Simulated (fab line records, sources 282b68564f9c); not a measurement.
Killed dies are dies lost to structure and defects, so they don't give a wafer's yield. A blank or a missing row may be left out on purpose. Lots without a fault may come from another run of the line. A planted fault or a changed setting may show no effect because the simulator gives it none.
fab line records | flow rit_cmos
record lots=6 wafers=18 last_day=7
route steps=202 shown ACTIVE@1 FOX1@20 FOX2@23 M1@202
lots that met no fault: from a run of the same line without faults
start_h: hours from the record's first day to the start of the lot's first wafer shown | wait_h: hours since the lot's step before | " the same as in the row above | L1.1+2: a row that stands for several wafers | - no value, or no start given | * or withheld: withheld | < > ~ a bound
route shown NAME@n: a module of which the file shows steps, and the number in the route of the first | usual: mean/standard deviation of fault-free wafers | same: alike in all rows | chamber/n: place in a boat | sites: the reading at each site | _std_site: their standard deviation | _edge_site: outer sites' mean less inner sites' | radius_mm: how far each site lies from the wafer's centre | mask NAME#n: copy n | behind: the tool/chamber that last shaped the wafer | hold: why the lot was held/for how many hours/how that ended | device: the transistor (n, p or np) that didn't switch | end of line: the same wafers' tests at the end of the route | a step without rows: its recipe alone | killed: dies lost to structure and defects at the first sort, not the wafer's yield | map: a wafer's dies, x killed, . not, _ none there
set.NAME: the setting as run; set.NAME@STEP: as run at that earlier step | model.NAME: the simulator's own value behind a step, which no gauge read
lots at some steps of the route; a table a step, a row a wafer
services: from which hour (start_h, from the record's first day; less than 0 if before it) a tool's chamber was out of use, for how many hours, and why
## steps
# step RIT_ACTIVE_BOW_MEAS_00
# recipe mode=bow
# usual INCOMING_BOW=1/7
# columns lot.wafer tool chamber start_h wait_h INCOMING_BOW[um]
L578.1 film_metro-02 - 10.00 - 0
L578.2 " - " " 5
L578.4 " - " " -9
L585.1 film_metro-02 - 45.00 - 4
L585.2 " - " " 1
L585.5 " - " " 1
L590.1 film_metro-02 - 70.00 - 1
L590.3 " - " " 5
L590.4 " - " " -6
L592.1 film_metro-04 - 80.00 - -5
L592.3 " - " " -8
L592.4 " - " " 6
L596.2 film_metro-02 - 100.02 - 5
L596.3 " - " " 6
L596.6 " - " " 0
L600.2 film_metro-01 - 120.02 - -2
L600.3 " - " " 3
L600.5 " - " " 10
# step RIT_ACTIVE_OXIDATION_01
# recipe temp_c=1000 ambient=O2 target_thk_a=468 ox_time_s=3360
# usual spike_tc_centre_C=1002.4/1.1 spike_tc_load_C=1026/3.6 spike_tc_source_C=1025.3/2.7 tube_center_temp_C=1000/0.087 tube_center_temp_C_max=1002.5/0.38 zone_power_centre_pct=45/4.8
# same ox_time_s=3360
# columns lot.wafer tool chamber start_h wait_h spike_tc_centre_C spike_tc_load_C spike_tc_source_C tube_center_temp_C tube_center_temp_C_max zone_power_centre_pct model.SiO2_of_ACTIVE_OXIDATION_01.thk_nm
L578.1 furnace-01 0 10.12 0.1 1002.9 1025 1024.7 1000.1 1002.0 41 47.78
L578.2 " 0 " " 1003.4 1026 1024.7 1000 1002.6 41 47.97
L578.4 " 0 " " 1004.1 1026 1025.5 1000.1 1002.8 41 47.69
L585.1 furnace-03 0 46.23 1.2 1001.6 1022 1030.6 1000.1 1003.0 46 45.7
L585.2 " 0 " " 1001.4 1021 1031.0 999.86 1002.5 46 45.8
L585.5 " 0 " " 1002.0 1021 1029.0 1000.1 1001.8 45 45.17
L590.1 furnace-01 0 70.12 0.1 976.2 1000 998.5 974.91 977.5 40 37.66
L590.3 " 0 " " 977.4 1000 998.9 974.83 978.1 40 37.77
L590.4 " 0 " " 976.6 1002 998.3 974.95 977.2 39 37.41
L592.1 furnace-01 0 80.35 0.3 979.1 1003 1000.2 975.01 977.8 40 37.07
L592.3 " 0 " " 976.7 1003 998.5 974.87 976.6 39 38.48
L592.4 " 0 " " 977.1 998 999.2 974.98 977.0 39 37.83
L596.2 furnace-03 0 100.12 0.1 1003.6 1023 1030.3 999.98 1002.1 45 44.96
L596.3 " 0 " " 1002.5 1020 1029.4 999.87 1002.3 46 45.74
L596.6 " 0 " " 1003.4 1022 1028.4 1000 1002.8 45 46.42
L600.2 furnace-02 0 120.12 0.1 1000.9 1031 1024.4 999.89 1002.2 53 45.62
L600.3 " 0 " " 1001.9 1032 1024.7 999.93 1002.1 54 45.87
L600.5 " 0 " " 1001.2 1032 1020.2 999.95 1002.2 52 44.44
# step RIT_ACTIVE_THK_MEAS_02
# recipe reads=SiO2_of_ACTIVE_OXIDATION_01
# usual ACTIVE_OXIDE_THK=46.7/1.4
# columns lot.wafer tool chamber start_h wait_h ACTIVE_OXIDE_THK[nm]
L578.1 film_metro-01 - 12.05 0.0 47.8
L578.2 " - " " 48.0
L578.4 " - " " 47.7
L585.1 film_metro-02 - 48.16 0.0 45.7
L585.2 " - " " 45.8
L585.5 " - " " 45.1
L590.1 film_metro-02 - 72.05 0.0 37.7
L590.3 " - " " 37.7
L590.4 " - " " 37.4
L592.1 film_metro-01 - 82.28 0.0 37.1
L592.3 " - " " 38.5
L592.4 " - " " 37.8
L596.2 film_metro-01 - 102.06 0.0 44.9
L596.3 " - " " 45.8
L596.6 " - " " 46.4
L600.2 film_metro-01 - 122.06 0.0 45.6
L600.3 " - " " 45.9
L600.5 " - " " 44.5
# step RIT_ACTIVE_CVD_03
# recipe material=Si3N4 target_thk_nm=150 temp_c=810 precursor=SiH2Cl2/NH3 time_s=1500 pressure_mtorr=300 sih2cl2_flow_sccm=60 nh3_flow_sccm=150
# step RIT_ACTIVE_THK_MEAS_04
# recipe reads=Si3N4_of_ACTIVE_CVD_03
# usual ACTIVE_NITRIDE_THK=149.7/1.5
# columns lot.wafer tool chamber start_h wait_h ACTIVE_NITRIDE_THK[nm]
L578.1 film_metro-01 - 13.53 0.0 147.6
L578.2 " - " " 147.9
L578.4 " - " " 148.1
L585.1 film_metro-04 - 49.64 0.0 150.1
L585.2 " - " " 149.9
L585.5 " - " " 148.8
L590.1 film_metro-02 - 73.53 0.0 149.9
L590.3 " - " " 149.7
L590.4 " - " " 149.7
L592.1 film_metro-04 - 83.76 0.0 151.0
L592.3 " - " " 151.4
L592.4 " - " " 150.3
L596.2 film_metro-01 - 103.54 0.0 152.1
L596.3 " - " " 151.2
L596.6 " - " " 150.9
L600.2 film_metro-02 - 123.54 0.0 149.3
L600.3 " - " " 148.4
L600.5 " - " " 148.8
# step RIT_ACTIVE_HMDS_05
# recipe prime_time_s=61.54 prime_temp_c=140
# step RIT_ACTIVE_COAT_06
# recipe resist=NOVOLAK spin_rpm=3250 resist_thk_nm=1000
# step RIT_ACTIVE_SOFTBAKE_07
# recipe resist=NOVOLAK temp_c=90 time_s=60
# step RIT_ACTIVE_EXPOSE_08
# recipe mask_id=M1 na=0.6 source_shape=conventional sigma_outer=0.6 target_cd_nm=1400 dose_mj=226.5
# step RIT_ACTIVE_PEB_09
# recipe resist=NOVOLAK temp_c=withheld time_s=withheld
# step RIT_ACTIVE_DEVELOP_10
# recipe resist=NOVOLAK develop_time_s=50 dev_temp_c=23
# step RIT_ACTIVE_CD_MEAS_11
# recipe target_cd_nm=1400
# usual cd_nm=1400.5/1.9
# columns lot.wafer tool chamber start_h wait_h cd_nm
L578.1 cd_sem-01 - 14.56 - 1403.5
L578.2 " - " " 1404.1
L578.4 " - " " 1400.4
L585.1 cd_sem-02 - 50.70 - 1405.6
L585.2 " - " " 1402.4
L585.5 " - " " 1404.8
L590.1 cd_sem-02 - 74.57 - 1399.0
L590.3 " - " " 1400.4
L590.4 " - " " 1400.4
L592.1 cd_sem-02 - 84.79 - 1401.1
L592.3 " - " " 1398.5
L592.4 " - " " 1401.2
L596.2 cd_sem-01 - 104.58 - 1401.6
L596.3 " - " " 1402.0
L596.6 " - " " 1400.4
L600.2 cd_sem-01 - 124.58 - 1403.2
L600.3 " - " " 1401.5
L600.5 " - " " 1403.2
# step RIT_ACTIVE_HARDBAKE_12
# recipe resist=NOVOLAK temp_c=140 time_s=60
# step RIT_ACTIVE_ETCH_13
# recipe stop_on=SiO2 chemistry=SF6 target=Si3N4 time_s=210 over_etch_frac=0.4 SF6_flow_sccm=200 pressure_mtorr=260 rf_w=125 target_depth_a=2100
# usual drypump_motor_current_A=5.7/0.38 oes_product_au=0.820/0.013 throttle_valve_pct=7.54/0.087
# same time_s=210
# columns lot.wafer tool chamber start_h wait_h drypump_motor_current_A oes_product_au rf_hours_counter_h throttle_valve_pct
L578.1 rie_diel-02 3 14.83 0.1 6.4 0.819 87 7.44
L578.2 " 0 " " 5.4 0.818 88 7.62
L578.4 " 0 " " 5.4 0.818 - 7.62
L585.1 rie_diel-03 1 50.97 0.1 5.9 0.832 2 7.67
L585.2 " 2 " " 5.4 0.824 125 7.47
L585.5 " 0 " " 6.0 0.799 - 7.56
L590.1 rie_diel-03 1 74.84 0.1 5.9 0.826 3 7.66
L590.3 " 0 " " 5.9 0.794 3 7.57
L590.4 " 3 " " 5.9 0.816 127 7.57
L592.1 rie_diel-04 2 85.06 0.1 5.6 0.812 66 7.44
L592.3 " 3 " " 5.3 0.827 115 7.37
L592.4 " 1 " " 5.6 0.803 100 7.59
L596.2 rie_diel-02 0 104.83 0.1 5.4 0.828 90 7.63
L596.3 " 1 " " 5.8 0.847 94 7.50
L596.6 " 0 " " 5.4 0.823 - 7.64
L600.2 rie_diel-03 0 124.83 0.1 5.9 0.794 5 7.57
L600.3 " 3 " " 6.0 0.819 128 7.58
L600.5 " 1 " " 5.9 0.820 - 7.68
# step RIT_ACTIVE_STRIP_14
# recipe chemistry=O2 time_s=180 resist=NOVOLAK platen_temp_c=withheld power_w=500 pressure_mtorr=4000 o2_flow_sccm=4000
# usual drypump_motor_current_A=5.8/0.57 rf_refl_power_W=5.8/1.2
# same time_s=180
# columns lot.wafer tool chamber start_h wait_h drypump_motor_current_A rf_hours_counter_h rf_refl_power_W
L578.1 plasma_asher-04 1 14.97 0.1 5.3 23 4.1
L578.2 " 0 " " 5.7 23 6.2
L578.4 " 1 " " 5.3 - 4.4
L585.1 plasma_asher-03 1 51.10 0.1 6.2 38 5.5
L585.2 " 0 " " 4.9 38 7.9
L585.5 " 1 " " 6.2 - 5.4
L590.1 plasma_asher-03 0 74.97 0.1 4.9 41 7.8
L590.3 " 0 " " 4.9 - 7.8
L590.4 " 1 " " 6.2 - 5.4
L592.1 plasma_asher-04 0 85.20 0.1 5.7 30 6.1
L592.3 " 0 " " 5.7 - 6.3
L592.4 " 1 " " 5.3 - 4.0
L596.2 plasma_asher-01 0 104.97 0.1 6.6 47 6.3
L596.3 " 0 " " 6.6 - 6.3
L596.6 " 1 " " 5.9 - 4.9
L600.2 plasma_asher-01 0 124.97 0.1 6.7 1 6.4
L600.3 " 1 " " 5.9 - 5.2
L600.5 " 1 " " 5.9 - 5.2
# step RIT_ACTIVE_CD_MEAS_90
# recipe target_cd_nm=1400
# usual cd_nm=1400.6/1.9
# columns lot.wafer tool chamber start_h wait_h cd_nm
L578.1 cd_sem-01 - 15.14 0.1 1403.5
L578.2 " - " " 1403.5
L578.4 " - " " 1400.2
L585.1 cd_sem-02 - 51.27 0.1 1405.7
L585.2 " - " " 1402.8
L585.5 " - " " 1404.2
L590.1 cd_sem-02 - 75.15 0.1 1398.9
L590.3 " - " " 1399.7
L590.4 " - " " 1399.7
L592.1 cd_sem-02 - 85.37 0.1 1401.0
L592.3 " - " " 1399.0
L592.4 " - " " 1401.1
L596.2 cd_sem-02 - 105.16 0.1 1401.7
L596.3 " - " " 1401.7
L596.6 " - " " 1400.9
L600.2 cd_sem-02 - 125.16 0.1 1403.5
L600.3 " - " " 1402.2
L600.5 " - " " 1404.4
# step RIT_ACTIVE_CLEAN_15
# recipe chemistry=SC1 mix=3:3:50 time_s=600 temp_c=75
# step RIT_ACTIVE_CLEAN_16
# recipe chemistry=dHF dilution=50:1 time_s=30
# step RIT_ACTIVE_CLEAN_17
# recipe chemistry=SC2 mix=3:3:50 time_s=600 temp_c=75 dry=n2_spin
# step RIT_FOX1_OXIDATION_00
# recipe temp_c=1100 ambient=H2O target_thk_a=3507 p_h2o_torr=720 ox_time_s=1130
# step RIT_FOX1_THK_MEAS_01
# recipe reads=SiO2_of_FOX1_OXIDATION_00
# usual FOX1_OXIDE_THK=350/8.9
# columns lot.wafer tool chamber start_h wait_h FOX1_OXIDE_THK[nm]
L578.1 film_metro-03 - 17.12 0.0 356
L578.2 " - " " 356
L578.4 " - " " 357
L585.1 film_metro-03 - 53.11 0.0 351
L585.2 " - " " 362
L585.5 " - " " 359
L590.1 film_metro-02 - 77.42 0.0 358
L590.3 " - " " 362
L590.4 " - " " 365
L592.1 film_metro-03 - 87.81 0.0 354
L592.3 " - " " 354
L592.4 " - " " 345
L596.2 film_metro-02 - 106.99 0.0 353
L596.3 " - " " 360
L596.6 " - " " 356
L600.2 film_metro-03 - 126.95 0.0 350
L600.3 " - " " 349
L600.5 " - " " 351
# step RIT_FOX1_WET_ETCH_02
# recipe chemistry=BOE target_depth_nm=350 time_s=390 temp_c=21.5 dry=n2_spin dilution=10:1 target=SiO2
# step RIT_FOX2_OXIDATION_00
# recipe temp_c=1100 ambient=H2O target_thk_a=3507 p_h2o_torr=720 ox_time_s=1130
# step RIT_FOX2_THK_MEAS_01
# recipe reads=SiO2_of_FOX2_OXIDATION_00
# usual FOX2_OXIDE_THK=352/8.2
# columns lot.wafer tool chamber start_h wait_h FOX2_OXIDE_THK[nm]
L578.1 film_metro-03 - 18.61 0.0 358
L578.2 " - " " 358
L578.4 " - " " 355
L585.1 film_metro-03 - 54.61 0.0 353
L585.2 " - " " 347
L585.5 " - " " 354
L590.1 film_metro-03 - 79.02 0.0 355
L590.3 " - " " 352
L590.4 " - " " 354
L592.1 film_metro-03 - 89.97 0.0 345
L592.3 " - " " 341
L592.4 " - " " 342
L596.2 film_metro-03 - 108.48 0.0 347
L596.3 " - " " 346
L596.6 " - " " 347
L600.2 film_metro-03 - 128.44 0.0 362
L600.3 " - " " 355
L600.5 " - " " 361
# step RIT_FOX2_CLEAN_02
# recipe chemistry=dHF dilution=50:1 time_s=176.3
# step RIT_FOX2_WET_ETCH_03
# recipe chemistry=H3PO4 target=Si3N4 target_depth_nm=195 temp_c=165 time_s=2700
# usual bath_guard_temp_C=165.03/0.25 bath_heat_duty_pct=27.5/2.8
# same time_s=2700
# columns lot.wafer tool chamber start_h wait_h bath_guard_temp_C bath_heat_duty_pct model.SiO2_of_ACTIVE_OXIDATION_01.thk_nm
L578.1 wet_bench-02 1 18.73 0.0 164.80 29.2 41.94
L578.2 " 1 " " 165.24 26.5 42.69
L578.4 " 1 " " 164.95 28.6 42.45
L585.1 wet_bench-02 1 54.73 0.0 164.85 25.8 40.45
L585.2 " 1 " " 165.43 27.2 40.56
L585.5 " 1 " " 164.99 28.6 38.92
L590.1 wet_bench-02 1 79.14 0.0 164.84 26.1 33.59
L590.3 " 1 " " 164.98 27.1 32.62
L590.4 " 1 " " 164.89 30.0 33.36
L592.1 wet_bench-03 0 90.09 0.0 165.05 23.1 32.94
L592.3 " 0 " " 164.89 24.4 34.2
L592.4 " 0 " " 165.27 25.4 33.63
L596.2 wet_bench-01 1 108.61 0.0 164.75 28.9 40.02
L596.3 " 1 " " 164.89 26.6 37.81
L596.6 " 1 " " 165.03 28.3 41.33
L600.2 wet_bench-01 1 128.55 0.0 164.83 28.9 39.57
L600.3 " 1 " " 165.18 26.8 40.87
L600.5 " 1 " " 164.48 28.2 39.62
# step RIT_FOX2_THK_MEAS_90
# recipe reads=SiO2_of_FOX2_OXIDATION_00
# usual FIELD_OXIDE_LEFT_1_THK=325/8.2
# columns lot.wafer tool chamber start_h wait_h FIELD_OXIDE_LEFT_1_THK[nm]
L578.1 film_metro-03 - 19.49 0.0 332
L578.2 " - " " 331
L578.4 " - " " 328
L585.1 film_metro-03 - 55.48 0.0 325
L585.2 " - " " 320
L585.5 " - " " 326
L590.1 film_metro-03 - 79.97 0.0 328
L590.3 " - " " 326
L590.4 " - " " 327
L592.1 film_metro-02 - 90.85 0.0 318
L592.3 " - " " 315
L592.4 " - " " 315
L596.2 film_metro-02 - 109.52 0.0 320
L596.3 " - " " 319
L596.6 " - " " 321
L600.2 film_metro-03 - 129.32 0.0 335
L600.3 " - " " 329
L600.5 " - " " 334
# step RIT_M1_PROBE_99
# usual killed_at_M0_to_M3=0.0/0.2 killed_at_contacts=0.2/0.38 killed_at_front_end=6.7/3 killed_dies=6.9/3 killed_on_rim=1.8/1.4 killed_open=3.5/1.9 killed_short=3.3/2
# same gross_dies=264 killed_at_M4_up=0 killed_at_back_side=0 killed_at_other=0
# columns lot.wafer tool chamber start_h wait_h killed_at_M0_to_M3 killed_at_contacts killed_at_front_end killed_dies killed_on_rim killed_open killed_short model.etest.nldd.width_nm model.etest.pldd.width_nm model.etest.pplus_sal.width_nm model.etest.nplus_sal.width_nm model.etest.nmos_narrow.drive_ua_um model.etest.pmos_narrow.drive_ua_um model.etest.iso_nwell_nwell.lateral_log10_a_um
L578.1 prober-02 - 64.08 0.1 0 0 5 5 0 2 3 3155 3159 3427 3455 242.4 109.1 -7.455
L578.2 prober-02 - 64.13 0.1 0 0 2 2 1 1 1 3163 3161 3445 3449 241.7 112 -7.397
L578.4 prober-02 - 64.23 0.2 0 0 7 7 1 4 3 3158 3147 3419 3415 244.6 111.8 -7.316
L585.1 prober-02 - 93.89 0.1 1 0 8 9 4 3 5 3196 3202 3446 3457 234.8 103.8 -7.359
L585.2 prober-02 - 93.94 0.1 1 0 9 10 3 5 4 3178 3191 3432 3443 232.1 101.5 -7.333
L585.5 prober-02 - 94.09 0.2 1 0 6 7 1 4 2 3186 3185 3436 3447 235.7 104 -7.373
L590.1 prober-01 - 118.17 0.1 0 0 10 10 3 7 3 3264 3253 3491 3466 258.8 116.2 -7.415
L590.3 prober-01 - 118.27 0.2 0 1 9 10 4 7 3 3254 3252 3492 3482 249.8 111.2 -7.405
L590.4 prober-01 - 118.32 0.2 0 0 10 10 1 3 7 3267 3245 3496 3486 257.6 114.2 -7.32
L592.1 prober-01 - 128.37 0.1 0 0 4 4 2 1 3 3281 3296 3484 3467 255.7 109.5 -7.436
L592.3 prober-01 - 128.47 0.2 0 0 8 8 1 3 5 3266 3261 3488 3500 259.5 109.2 -7.372
L592.4 prober-01 - 128.52 0.2 0 0 3 3 1 2 1 3266 3290 3526 3557 263.7 112.3 -7.367
L596.2 prober-01 - 149.45 0.1 0 0 4 4 0 1 3 3215 3205 3439 3435 239.6 107.5 -7.327
L596.3 prober-01 - 149.50 0.2 0 0 4 4 1 3 1 3202 3199 3445 3462 238.2 106.7 -7.376
L596.6 prober-01 - 149.65 0.2 0 0 8 8 1 5 3 3168 3192 3454 3445 242.4 106.9 -7.352
L600.2 prober-01 - 168.80 0.1 0 2 3 5 2 1 2 3185 3187 3471 3478 234 102 -7.338
L600.3 prober-01 - 168.85 0.2 0 0 7 7 2 5 2 3178 3202 3442 3447 235.2 101.8 -7.35
L600.5 prober-01 - 168.95 0.2 0 0 7 7 0 2 5 3195 3198 3462 3432 235.4 101.2 -7.349
# killed by level:class
L578.1 REOX:geometric_particle:short=2 FOX2:geometric_particle:open=1 REOX:geometric_particle:open=1 SPACER:geometric_particle:short=1
L578.2 GATE:geometric_particle:open=1 GATE:geometric_particle:short=1
L578.4 GATE:geometric_particle:short=2 FOX1:geometric_particle:open=1 FOX1:geometric_particle:short=1 GATE:geometric_particle:open=1 SPACER:geometric_particle:open=1 SILICIDE:geometric_particle:open=1
L585.1 GATE:geometric_particle:short=3 FOX2:geometric_particle:open=1 GATE:geometric_particle:open=1 REOX:geometric_particle:open=1 SPACER:geometric_particle:short=1 SILICIDE:geometric_particle:short=1 M1:coat_microbubble_printed=1
L585.2 SILICIDE:geometric_particle:short=3 GATE:geometric_particle:open=2 SPACER:geometric_particle:open=2 REOX:geometric_particle:short=1 SILICIDE:geometric_particle:open=1 M1:coat_microbubble_printed=1
L585.5 FOX2:geometric_particle:open=1 GATE:geometric_particle:short=1 GATE:geometric_particle:open=1 SPACER:geometric_particle:open=1 SILICIDE:geometric_particle:short=1 SILICIDE:geometric_particle:open=1 M1:coat_microbubble_printed=1
L590.1 REOX:geometric_particle:open=2 SPACER:geometric_particle:open=2 SILICIDE:geometric_particle:open=2 FOX1:geometric_particle:short=1 GATE:geometric_particle:open=1 REOX:geometric_particle:short=1 SILICIDE:geometric_particle:short=1
L590.3 REOX:geometric_particle:open=2 SPACER:geometric_particle:open=2 GATE:geometric_particle:short=1 GATE:geometric_particle:open=1 REOX:geometric_particle:short=1 SILICIDE:geometric_particle:open=1 SILICIDE:geometric_particle:short=1 CONTACT:geometric_particle:open=1
L590.4 GATE:geometric_particle:short=5 GATE:geometric_particle:open=2 ACTIVE:geometric_particle:short=1 FOX1:geometric_particle:short=1 SPACER:geometric_particle:open=1
L592.1 GATE:geometric_particle:short=2 FOX1:geometric_particle:open=1 SPACER:geometric_particle:short=1
L592.3 GATE:geometric_particle:short=2 REOX:geometric_particle:open=2 SPACER:geometric_particle:short=2 FOX2:geometric_particle:short=1 GATE:geometric_particle:open=1
L592.4 FOX1:geometric_particle:short=1 GATE:geometric_particle:open=1 REOX:geometric_particle:open=1
L596.2 FOX1:geometric_particle:short=1 REOX:geometric_particle:short=1 SILICIDE:geometric_particle:short=1 SILICIDE:geometric_particle:open=1
L596.3 REOX:geometric_particle:open=2 GATE:geometric_particle:open=1 GATE:geometric_particle:short=1
L596.6 REOX:geometric_particle:open=2 FOX2:geometric_particle:open=1 GATE:geometric_particle:short=1 GATE:geometric_particle:open=1 REOX:geometric_particle:short=1 SILICIDE:geometric_particle:short=1 SILICIDE:geometric_particle:open=1
L600.2 CONTACT:coat_microbubble_printed=2 FOX1:geometric_particle:short=1 GATE:geometric_particle:open=1 REOX:geometric_particle:short=1
L600.3 GATE:geometric_particle:open=2 FOX2:geometric_particle:open=1 FOX2:geometric_particle:short=1 REOX:geometric_particle:open=1 SPACER:geometric_particle:short=1 SILICIDE:geometric_particle:open=1
L600.5 GATE:geometric_particle:short=2 FOX2:geometric_particle:short=1 SPACER:geometric_particle:open=1 SPACER:geometric_particle:short=1 SILICIDE:geometric_particle:short=1 SILICIDE:geometric_particle:open=1
## services
# columns tool chamber start_h hours kind
rie_diel-02 2 -6.62 - clean
rie_diel-02 2 -6.62 25.6 scheduled_down
rie_diel-02 2 -6.62 25.6 vent_cycle
plasma_asher-03 - -1.87 13.1 repair
rie_diel-03 1 1.22 3.7 repair
furnace-03 - 2.85 3.7 pm
plasma_asher-01 - 4.08 0.6 repair
furnace-03 - 6.53 1.4 pm
rie_diel-03 3 15.86 9.7 repair
rie_diel-03 - 18.09 4.3 pm
wet_bench-03 - 46.26 23.1 pm
rie_diel-04 - 51.45 2.8 pm
plasma_asher-04 - 56.96 2.5 repair
furnace-01 - 60.62 2.9 pm
furnace-03 - 63.56 3.9 pm
furnace-02 - 79.21 3.8 pm
rie_diel-04 3 101.56 2.8 repair
plasma_asher-01 - 108.75 9.0 pm
plasma_asher-01 0 108.75 9.0 vent_cycle
plasma_asher-01 1 108.75 9.0 vent_cycle
rie_diel-02 3 116.75 3.3 repair
plasma_asher-01 0 117.75 - clean
rie_diel-02 0 121.16 4.7 repair
rie_diel-03 2 124.61 3.4 repair
## key
first_sign step=RIT_ACTIVE_OXIDATION_01 reading=tube_center_temp_C direction=down sigmas=99+ usual=* struck=*
effect step=RIT_ACTIVE_OXIDATION_01 reading=tube_center_temp_C_max direction=down sigmas=67 usual=* struck=*
effect step=RIT_ACTIVE_THK_MEAS_02 reading=ACTIVE_OXIDE_THK direction=down sigmas=6.5 usual=46.7 struck=37.7
model_effect step=RIT_ACTIVE_OXIDATION_01 value=SiO2_of_ACTIVE_OXIDATION_01.thk_nm without=47.38 struck=37.71
model_effect step=RIT_FOX2_WET_ETCH_03 value=SiO2_of_ACTIVE_OXIDATION_01.thk_nm without=42.01 struck=33.39
model_effect step=RIT_M1_PROBE_99 value=etest.nldd.width_nm without=3178 struck=3266
met_at RIT_ACTIVE_OXIDATION_01
struck_wafers L590.1,L590.3,L590.4,L592.1,L592.3,L592.4
tester_left_out L590,L592
onset_between 10.12 70.12
fault kind=process_parameter_drift tool=furnace-01 chamber=- onset_h=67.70 steps=RIT_ACTIVE_OXIDATION_01 channel=temp_c offset=* shape=step end_h=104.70 acts_in=* stated=*
# tester_left_out: of these lots the tester's yield and bins aren't shown, on N5 and GAA mostly nor the transistor test; their killed dies are dies lost to structure and defects alone, not to doping, threshold or leakage, so they don't give the yield
